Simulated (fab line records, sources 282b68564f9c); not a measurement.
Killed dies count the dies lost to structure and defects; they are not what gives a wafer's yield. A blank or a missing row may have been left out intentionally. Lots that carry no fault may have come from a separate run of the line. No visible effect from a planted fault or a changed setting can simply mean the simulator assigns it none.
Which tool did it? ; flow rit_cmos ; 7 lots, 21 wafers sampled, at 2 steps of a route of 202

## WHAT THE GAUGES SHOWED, per wafer
RIT_SDANNEAL_RS_MEAS_07: measurement is done with a four-point probe.
lot;measured;on;NLDD_RS (ohm/sq)
L725;day 3 07:00;film_metro-04;152.0 151.8 152.3
L729;day 4 04:55;film_metro-01;151.3 151.9 151.7
L732;day 5 00:21;film_metro-01;151.3 151.5 151.5
L733;day 5 08:24;film_metro-01;151.4 151.9 151.6
L742;day 6 21:12;film_metro-01;- - -
L744;day 7 06:11;film_metro-02;- - -
L747;day 7 20:53;film_metro-01;151.5 151.1 151.3

## EACH LOT AND THE TOOL THAT RAN IT (in order: tool; ch and the chambers of the sampled wafers; start)
lot;RIT_NLDD_IMPLANT_08
L725;implanter-01 ch 0, day 2 23:04
L729;implanter-03 ch 0, day 3 20:37
L732;implanter-04 ch 0, day 4 15:27
L733;implanter-04 ch 0, day 4 21:20
L742;implanter-03 ch 0, day 6 13:07
L744;implanter-03 ch 0, day 6 22:16
L747;implanter-04 ch 0, day 7 12:50
- RIT_NLDD_IMPLANT_08

## THE ANSWER, worked out from the rows above alone
Rule: the usual values come from the lots themselves. The widest of any qualifying gaps counts: lots, ordered by their means at a reading, are off when they make up no more than a third of the lots, leave a main group of 4 or more, and stand apart from it by 3 or more times the standard deviation of that group's means. A main group whose means are all the same, to the digits that the tables above print for the reading, isn't used. A lot without any number at a reading at which 4 lots or more have one is off too. The other lots that the step has rows for count as sound.
Off: at RIT_SDANNEAL_RS_MEAS_07 (NLDD_RS), L742, L744. Without a number there: L742, L744. For the main group the mean is 151.6 ohm/sq and the standard deviation 0.25.
If a tool, at a process step before that reading, ran all the lots that are off and no sound lot after the first of them, it fits. The gauges at RIT_SDANNEAL_RS_MEAS_07 are tried like those tools. One candidate fits, namely implanter-03 at RIT_NLDD_IMPLANT_08. Its last sound lot is L729 (day 3 20:37), its first lot that is off L742 (day 6 13:07): a fault that began between those two fits.

## WHAT THE SIMULATOR HAD PUT IN
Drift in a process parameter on implanter-03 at RIT_NLDD_IMPLANT_08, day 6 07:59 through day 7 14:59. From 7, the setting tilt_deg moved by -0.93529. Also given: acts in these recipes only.
Struck lots among those shown: L742, L744. Same finding as the rule above.
